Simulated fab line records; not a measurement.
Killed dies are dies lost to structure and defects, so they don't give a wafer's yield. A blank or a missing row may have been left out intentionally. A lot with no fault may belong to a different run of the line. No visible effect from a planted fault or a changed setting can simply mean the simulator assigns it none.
Problem report in the 8D (eight disciplines) form, filled by code	flow berkeley-cmos170	the parts of the form that need people (team, actions taken, sign-off) are left out

## 1. WHAT WENT WRONG
Wafers without a fault read 21.01 C, standard deviation 0.12; developer-temp-C at UCB170_ZERO_DEVELOP_05 reads a mean of 21.80 C on 9 wafers belonging to 3 lots. Relative to the usual mean, that is a shift of +6.6 standard deviations.
The step: develop time 45 s.
The first sign was on wafer L141.1 at day 2 21:00, on litho-track-04. The record holds 45 wafers of 15 lots with a number at this step. The rule behind "out" and "out of limits": a value lying over 4 standard deviations away from the usual mean. All remaining wafers that have a number are taken as sound.

## 2. WHAT IT IS, AND WHAT IT ISN'T
question	is	is not
which readings at this step	developer-temp-C	-
which lots	L141, L142, L144	L136, L137, L138, L139, L148, L152, L153, L154, L156, L157, L158, L159
which wafers of those lots	all that have a number	-
read on which tools	litho-track-04	litho-track-01, litho-track-02
when	from day 2 21:00	up to then (12 sound wafers); but 24 sound wafers of L148, L152, L153, L154, L156, L157, L158, L159 came after

## 3. WHAT RULES OUT EACH SUSPECT
Counting: a tool at any process step up to the reading remains a suspect when it ran all the lots that are out and ran no sound lot after the first of those.
- litho-track-04 at UCB170_ZERO_DEVELOP_05 (develop time 45 s): ruled out as a lasting fault. After its first lot that is out, L141 (day 2 21:00), sound lots L158, L159 ran on it.
Left after counting: nothing in the record.

## 4. THE CAUSE (what the simulator had put in)
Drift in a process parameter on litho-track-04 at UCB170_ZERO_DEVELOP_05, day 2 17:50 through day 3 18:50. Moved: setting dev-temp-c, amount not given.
Counting ruled it out, wrongly.

## 5. SEQUENCE OF EFFECTS, ordered by route
Rows list readings where the struck wafers' mean (over those with a number) sits beyond 3 standard deviations from the usual. Readings are gone through only where the record gives a usual standard deviation; hours: the median, over the lots, of the time from a lot's start at the first step in this table giving one to that lot's start at this step; sigmas: the change measured in usual standard deviations.
hours	step	reading	usual	on struck wafers	change	sigmas
0	UCB170_ZERO_DEVELOP_05	developer-temp-C	21.01 C	21.80	+0.79	+6.6
The process steps in it:
- UCB170_ZERO_DEVELOP_05: develop time 45 s.
Later steps that measure or inspect, where all struck wafers having a row at the step show a number for every such reading and not one has moved that far: UCB170_PWELL_THK_MEAS_03, UCB170_PFIELD_OVL_MEAS_06.

## 6. WHAT WOULD HAVE CAUGHT IT SOONER
The fault began at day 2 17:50; the first out-of-limits reading in this record came at day 2 21:00, 3 hours later.
